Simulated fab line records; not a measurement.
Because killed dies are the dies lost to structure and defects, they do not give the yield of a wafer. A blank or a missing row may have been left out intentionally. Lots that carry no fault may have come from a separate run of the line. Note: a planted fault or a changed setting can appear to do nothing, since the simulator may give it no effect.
fab line records	flow ritCmos
[record] lots = 14	wafers = 42	lastDay = 7
route steps=202 shown NLDD@109 PLDD@123 PSD@148 M1@202
lots that met no fault: from a run of the same line without faults
startH: start of the lot's first displayed wafer, in hours after the record's first day	waitH: hours from the lot's prior step to this one	" identical to the entry in the row above	L1.1+2: several wafers, shown together as one row	- either no value or no given start	* or withheld: withheld	< > ~ a bound
route shown NAME@n: a module of which the file shows steps, and the number in the route of the first	usual: mean/standard deviation taken from wafers without a fault	same: alike in all rows	chamber/n: place in a boat	sites: per-site readings	_std_site: the values' standard deviation	_edge_site: inner sites' mean taken away from outer sites' mean	radiusMm: for every site, how far away it sits from the centre of the wafer	mask NAME#n: copy n	behind: tool/chamber where the wafer was last shaped	hold: cause of the lot's hold/its duration in hours/its outcome	device: the n, p or np transistor that did not switch	end of line: the route-end tests of the same wafers	a step with no rows: only its recipe	killed: dies lost to structure and defects at the first sort, not the wafer's yield	map: per-die view of a wafer (x killed, . not killed, _ where there is no die)
set.NAME: the setting that was run; set.NAME@STEP: the one run at that earlier step	model.NAME: the simulator's own value behind a step, which no gauge read
steps of the route over a sample of lots; a table a step, a row a wafer
services: from which hour (startH, from the record's first day; less than 0 if before it) a tool's chamber was out of use, for how many hours, and why
[[steps]]
[step RIT_NLDD_OVL_MEAS_06]
[usual] NLDD_OVL = 0.0/1.3
lot.wafer	tool	chamber	startH	waitH	NLDD_OVL[nm]
L262.2	overlay-02	-	49.47	-	1.0
L262.4	"	-	"	"	-0.5
L262.6	"	-	"	"	1.4
L263.1	overlay-01	-	49.75	-	-0.9
L263.4	"	-	"	"	-0.8
L263.6	"	-	"	"	-1.5
L264.1	overlay-01	-	63.10	-	-1.5
L264.5	"	-	"	"	-3.3
L264.6	"	-	"	"	-2.1
L265.1	overlay-02	-	63.34	-	-0.9
L265.2	"	-	"	"	1.0
L265.3	"	-	"	"	-1.2
L270.1	overlay-01	-	88.20	-	0.1
L270.2	"	-	"	"	0.1
L270.4	"	-	"	"	-1.2
L272.4	overlay-02	-	97.34	-	1.1
L272.5	"	-	"	"	-1.0
L272.6	"	-	"	"	0.6
L274.2	overlay-02	-	106.28	-	0.3
L274.3	"	-	"	"	0.0
L274.5	"	-	"	"	0.7
L276.3	overlay-02	-	114.38	-	0.0
L276.4	"	-	"	"	2.1
L276.5	"	-	"	"	2.1
L279.1	overlay-01	-	130.51	-	1.2
L279.3	"	-	"	"	1.0
L279.4	"	-	"	"	1.0
L280.1	overlay-01	-	132.97	-	2.5
L280.3	"	-	"	"	0.6
L280.6	"	-	"	"	-0.2
L281.1	overlay-01	-	141.01	-	-1.6
L281.4	"	-	"	"	-1.1
L281.6	"	-	"	"	-0.5
L282.1	overlay-01	-	145.74	-	1.2
L282.3	"	-	"	"	1.1
L282.4	"	-	"	"	0.3
L283.1	overlay-01	-	150.80	-	0.5
L283.3	"	-	"	"	1.1
L283.5	"	-	"	"	1.6
L284.3	overlay-01	-	160.54	-	1.0
L284.4	"	-	"	"	-0.2
L284.5	"	-	"	"	1.1
[step RIT_PLDD_STRIP_09]
[recipe] chemistry = O2	timeS = 180	resist = NOVOLAK	platenTempC = withheld	powerW = 500	pressureMtorr = 4000	o2FlowSccm = 4000
[usual] chamberPressureMTorr = 4001/3.7	drypumpMotorCurrentA = 6.0/0.37
lot.wafer	tool	chamber	startH	waitH	chamberPressureMTorr	drypumpMotorCurrentA	rfHoursCounterH
L262.2	plasmaAsher-04	0	51.37	0.1	3998	6.0	42
L262.4	"	1	"	"	3996	5.8	-
L262.6	"	0	"	"	3994	6.0	-
L263.1	plasmaAsher-01	0	51.63	0.1	4002	5.5	37
L263.4	"	1	"	"	4005	6.4	-
L263.6	"	1	"	"	3997	6.4	-
L264.1	plasmaAsher-04	1	64.98	0.1	4000	5.8	43
L264.5	"	1	"	"	3999	5.8	-
L264.6	"	0	"	"	4001	6.0	-
L265.1	plasmaAsher-01	1	65.22	0.1	4002	6.4	38
L265.2	"	0	"	"	4006	5.4	38
L265.3	"	0	"	"	4006	5.5	-
L270.1	plasmaAsher-01	1	89.95	0.1	4005	6.4	40
L270.2	"	0	"	"	4002	5.4	40
L270.4	"	0	"	"	3994	5.4	-
L272.4	plasmaAsher-04	1	99.51	0.1	4005	5.8	-
L272.5	"	0	"	"	4005	6.0	-
L272.6	"	1	"	"	4004	5.8	-
L274.2	plasmaAsher-02	0	108.03	0.1	4001	5.6	47
L274.3	"	0	"	"	3998	5.6	-
L274.5	"	1	"	"	4001	6.6	-
L276.3	plasmaAsher-04	0	116.18	0.1	3998	6.0	-
L276.4	"	1	"	"	4005	5.8	-
L276.5	"	0	"	"	4006	6.0	-
L279.1	plasmaAsher-02	1	132.27	0.1	4003	6.5	50
L279.3	"	1	"	"	4002	6.5	-
L279.4	"	0	"	"	4003	5.6	-
L280.1	plasmaAsher-01	0	134.73	0.1	4002	5.4	2
L280.3	"	1	"	"	4004	6.4	-
L280.6	"	1	"	"	3996	6.4	-
L281.1	plasmaAsher-02	1	143.11	0.1	4005	6.5	51
L281.4	"	0	"	"	4002	5.7	-
L281.6	"	1	"	"	4004	6.6	-
L282.1	plasmaAsher-01	1	148.95	0.1	3995	6.4	3
L282.3	"	0	"	"	3997	5.5	-
L282.4	"	1	"	"	4003	6.4	-
L283.1	plasmaAsher-01	1	152.56	0.1	4002	6.4	3
L283.3	"	1	"	"	4002	6.4	-
L283.5	"	1	"	"	4005	6.4	-
L284.3	plasmaAsher-04	1	162.34	0.1	4001	5.8	-
L284.4	"	0	"	"	3995	6.0	-
L284.5	"	1	"	"	4002	5.8	-
[step RIT_PSD_OVL_MEAS_06]
[usual] PSD_OVL = 2.3/1.2
lot.wafer	tool	chamber	startH	waitH	PSD_OVL[nm]
L262.2	overlay-01	-	56.66	-	2.8
L262.4	"	-	"	"	2.4
L262.6	"	-	"	"	3.8
L263.1	overlay-01	-	57.69	-	3.0
L263.4	"	-	"	"	2.5
L263.6	"	-	"	"	2.9
L264.1	overlay-02	-	70.28	-	2.3
L264.5	"	-	"	"	0.7
L264.6	"	-	"	"	-0.8
L265.1	overlay-01	-	72.09	-	2.6
L265.2	"	-	"	"	3.7
L265.3	"	-	"	"	3.4
L270.1	overlay-01	-	95.32	-	5.1
L270.2	"	-	"	"	3.4
L270.4	"	-	"	"	2.8
L272.4	overlay-01	-	104.75	-	1.5
L272.5	"	-	"	"	2.3
L272.6	"	-	"	"	1.9
L274.2	overlay-02	-	113.40	-	2.4
L274.3	"	-	"	"	2.5
L274.5	"	-	"	"	0.7
L276.3	overlay-01	-	121.36	-	2.8
L276.4	"	-	"	"	2.4
L276.5	"	-	"	"	4.3
L279.1	overlay-01	-	137.31	-	0.2
L279.3	"	-	"	"	0.4
L279.4	"	-	"	"	0.5
L280.1	overlay-01	-	139.74	-	4.2
L280.3	"	-	"	"	4.0
L280.6	"	-	"	"	3.9
L281.1	overlay-01	-	154.33	-	2.7
L281.4	"	-	"	"	3.4
L281.6	"	-	"	"	4.0
L282.1	overlay-01	-	154.45	-	1.8
L282.3	"	-	"	"	2.1
L282.4	"	-	"	"	2.1
L283.1	overlay-01	-	157.65	-	0.8
L283.3	"	-	"	"	2.2
L283.5	"	-	"	"	3.3
L284.3	overlay-02	-	167.61	-	2.2
L284.4	"	-	"	"	2.1
L284.5	"	-	"	"	1.6
[step RIT_PSD_IMPLANT_08]
[recipe] species = BF2	energyKev = 27	doseCm2 = 5.075e+15	tiltDeg = 7
[usual] endStationPressureTorr = 1.43e-05/1e-06
lot.wafer	tool	chamber	startH	waitH	endStationPressureTorr
L262.2	implanter-02	0	56.86	0.1	1.26e-05
L262.4	"	0	"	"	1.33e-05
L262.6	"	0	"	"	1.35e-05
L263.1	implanter-04	0	57.87	0.1	1.43e-05
L263.4	"	0	"	"	1.5e-05
L263.6	"	0	"	"	1.48e-05
L264.1	implanter-03	0	70.46	0.1	1.46e-05
L264.5	"	0	"	"	1.4e-05
L264.6	"	0	"	"	1.47e-05
L265.1	implanter-03	0	72.28	0.1	1.52e-05
L265.2	"	0	"	"	1.44e-05
L265.3	"	0	"	"	1.39e-05
L270.1	implanter-02	0	95.51	0.1	1.27e-05
L270.2	"	0	"	"	1.42e-05
L270.4	"	0	"	"	1.27e-05
L272.4	implanter-02	0	105.00	0.1	1.23e-05
L272.5	"	0	"	"	1.36e-05
L272.6	"	0	"	"	1.3e-05
L274.2	implanter-02	0	113.60	0.1	1.15e-05
L274.3	"	0	"	"	1.2e-05
L274.5	"	0	"	"	1.41e-05
L276.3	implanter-03	0	121.58	0.1	1.47e-05
L276.4	"	0	"	"	1.51e-05
L276.5	"	0	"	"	1.52e-05
L279.1	implanter-03	0	137.50	0.1	1.56e-05
L279.3	"	0	"	"	1.49e-05
L279.4	"	0	"	"	1.48e-05
L280.1	implanter-03	0	139.93	0.1	1.5e-05
L280.3	"	0	"	"	1.45e-05
L280.6	"	0	"	"	1.45e-05
L281.1	implanter-03	0	154.52	0.1	1.43e-05
L281.4	"	0	"	"	1.37e-05
L281.6	"	0	"	"	1.5e-05
L282.1	implanter-04	0	154.63	0.1	1.45e-05
L282.3	"	0	"	"	1.51e-05
L282.4	"	0	"	"	1.42e-05
L283.1	implanter-03	0	157.86	0.1	1.44e-05
L283.3	"	0	"	"	1.48e-05
L283.5	"	0	"	"	1.47e-05
L284.3	implanter-04	0	167.84	0.1	1.59e-05
L284.4	"	0	"	"	1.51e-05
L284.5	"	0	"	"	1.36e-05
[step RIT_SDANNEAL_RS_MEAS_04]
[recipe] thkMeasGauge = four-point-probe
[usual] PSD_RS = 115.8/0.32
lot.wafer	tool	chamber	startH	waitH	PSD_RS[ohm/sq]
L262.2	filmMetro-04	-	57.67	0.1	115.3
L262.4	"	-	"	"	115.5
L262.6	"	-	"	"	115.6
L263.1	filmMetro-01	-	58.72	0.0	115.7
L263.4	"	-	"	"	115.8
L263.6	"	-	"	"	115.5
L264.1	filmMetro-04	-	71.30	0.0	115.6
L264.5	"	-	"	"	115.7
L264.6	"	-	"	"	115.5
L265.1	filmMetro-01	-	73.10	0.0	116.2
L265.2	"	-	"	"	115.9
L265.3	"	-	"	"	116.0
L270.1	filmMetro-04	-	96.32	0.0	115.8
L270.2	"	-	"	"	115.3
L270.4	"	-	"	"	115.4
L272.4	filmMetro-04	-	105.81	0.1	-
L272.5	"	-	"	"	-
L272.6	"	-	"	"	-
L274.2	filmMetro-01	-	114.43	0.1	-
L274.3	"	-	"	"	-
L274.5	"	-	"	"	-
L276.3	filmMetro-01	-	122.38	0.1	115.6
L276.4	"	-	"	"	115.5
L276.5	"	-	"	"	116.0
L279.1	filmMetro-03	-	138.68	0.0	116.5
L279.3	"	-	"	"	116.6
L279.4	"	-	"	"	116.2
L280.1	filmMetro-03	-	140.74	0.0	115.8
L280.3	"	-	"	"	116.0
L280.6	"	-	"	"	116.2
L281.1	filmMetro-01	-	155.33	0.0	115.5
L281.4	"	-	"	"	115.6
L281.6	"	-	"	"	115.4
L282.1	filmMetro-04	-	155.65	0.0	115.7
L282.3	"	-	"	"	115.4
L282.4	"	-	"	"	116.0
L283.1	filmMetro-01	-	158.75	0.1	115.7
L283.3	"	-	"	"	115.4
L283.5	"	-	"	"	115.5
L284.3	filmMetro-03	-	169.05	0.1	116.1
L284.4	"	-	"	"	116.4
L284.5	"	-	"	"	116.3
[step RIT_M1_PROBE_99]
[usual] killedAtContacts = 0.0/0.2	killedAtFrontEnd = 6.8/3	killedDies = 6.9/3	killedOpen = 3.3/1.9	killedShort = 3.6/1.9
[same] grossDies = 264	killed_at_M0_to_M3 = 0	killed_at_M4_up = 0	killedAtBackSide = 0	killedAtOther = 0
lot.wafer	tool	chamber	startH	waitH	killedAtContacts	killedAtFrontEnd	killedDies	killedOpen	killedShort
L262.2	prober-02	-	65.14	0.1	0	3	3	1	2
L262.4	prober-02	-	65.24	0.2	0	0	0	0	0
L262.6	prober-02	-	65.34	0.2	0	5	5	3	2
L274.2	prober-02	-	122.39	0.1	0	7	7	4	3
L274.3	prober-02	-	122.44	0.2	0	5	5	1	4
L274.5	prober-02	-	122.54	0.2	0	6	6	4	2
L276.3	prober-02	-	129.87	0.2	0	5	5	1	4
L276.4	prober-02	-	129.92	0.2	0	7	7	5	2
L276.5	prober-02	-	129.97	0.2	0	4	4	2	2
L280.1	prober-02	-	147.99	0.1	1	3	4	3	1
L280.3	prober-02	-	148.09	0.2	0	4	4	2	2
L280.6	prober-02	-	148.24	0.2	0	13	13	4	9
// killed by level:class
L262.2 FOX2:geometricParticle:open=1 GATE:geometricParticle:short=1 REOX:geometricParticle:short=1
L262.4
L262.6 FOX2:geometricParticle:open=2 GATE:geometricParticle:short=1 REOX:geometricParticle:short=1 REOX:geometricParticle:open=1
L274.2 GATE:geometricParticle:open=2 REOX:geometricParticle:short=2 FOX2:geometricParticle:open=1 FOX2:geometricParticle:short=1 SPACER:geometricParticle:open=1
L274.3 SILICIDE:geometricParticle:short=2 FOX1:geometricParticle:short=1 GATE:geometricParticle:short=1 SILICIDE:geometricParticle:open=1
L274.5 GATE:geometricParticle:open=2 REOX:geometricParticle:short=2 SPACER:geometricParticle:open=1 SILICIDE:geometricParticle:open=1
L276.3 FOX2:geometricParticle:short=3 REOX:geometricParticle:short=1 REOX:geometricParticle:open=1
L276.4 REOX:geometricParticle:open=2 FOX2:geometricParticle:open=1 REOX:geometricParticle:short=1 SPACER:geometricParticle:open=1 SPACER:geometricParticle:short=1 SILICIDE:geometricParticle:open=1
L276.5 FOX1:geometricParticle:short=1 FOX2:geometricParticle:short=1 SPACER:geometricParticle:open=1 SILICIDE:geometricParticle:open=1
L280.1 FOX1:geometricParticle:open=1 GATE:geometricParticle:short=1 SPACER:geometricParticle:open=1 CONTACT:geometricParticle:open=1
L280.3 FOX1:geometricParticle:open=1 GATE:geometricParticle:short=1 SILICIDE:geometricParticle:open=1 SILICIDE:geometricParticle:short=1
L280.6 GATE:geometricParticle:short=5 GATE:geometricParticle:open=3 SPACER:geometricParticle:short=3 FOX1:geometricParticle:short=1 FOX2:geometricParticle:open=1
[[services]]
tool	chamber	startH	hours	kind
plasmaAsher-04	-	46.25	2.0	repair
implanter-02	-	107.07	6.0	repair
plasmaAsher-01	-	108.75	9.0	pm
plasmaAsher-01	0	108.75	9.0	ventCycle
plasmaAsher-01	1	108.75	9.0	ventCycle
plasmaAsher-01	0	117.75	-	clean
plasmaAsher-01	1	117.75	-	clean
implanter-03	-	121.80	3.5	repair
plasmaAsher-02	-	142.05	0.5	repair
implanter-04	-	144.61	3.6	repair
implanter-02	-	145.78	10.3	pm
plasmaAsher-01	-	145.83	2.8	pm
implanter-03	-	155.93	1.4	repair
implanter-04	-	159.60	2.5	repair
[[key]]
[firstSign] step = RIT_SDANNEAL_RS_MEAS_04	reading = PSD_RS	direction = missing
effect none on later readings
metAt RIT_PSD_IMPLANT_08
struckLots L272,L274
testerLeftOut L272,L274
notActingAt RIT_NLDD_OVL_MEAS_06,RIT_PLDD_STRIP_09,RIT_PSD_OVL_MEAS_06
onsetBetween 95.51 105.00
[fault] kind = processParameterDrift	tool = implanter-02	chamber = -	onsetH = 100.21	steps = RIT_PSD_IMPLANT_08	channel = tiltDeg	offset = 10	spreadByWafer = 0.3	shape = step	endH = 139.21	actsIn = theseRecipesOnly	stated = 7
// testerLeftOut: of these lots the tester's yield and bins aren't shown, on N5 and GAA mostly nor the transistor test; their killed dies are dies lost to structure and defects alone, not to doping, threshold or leakage, so they don't give the yield
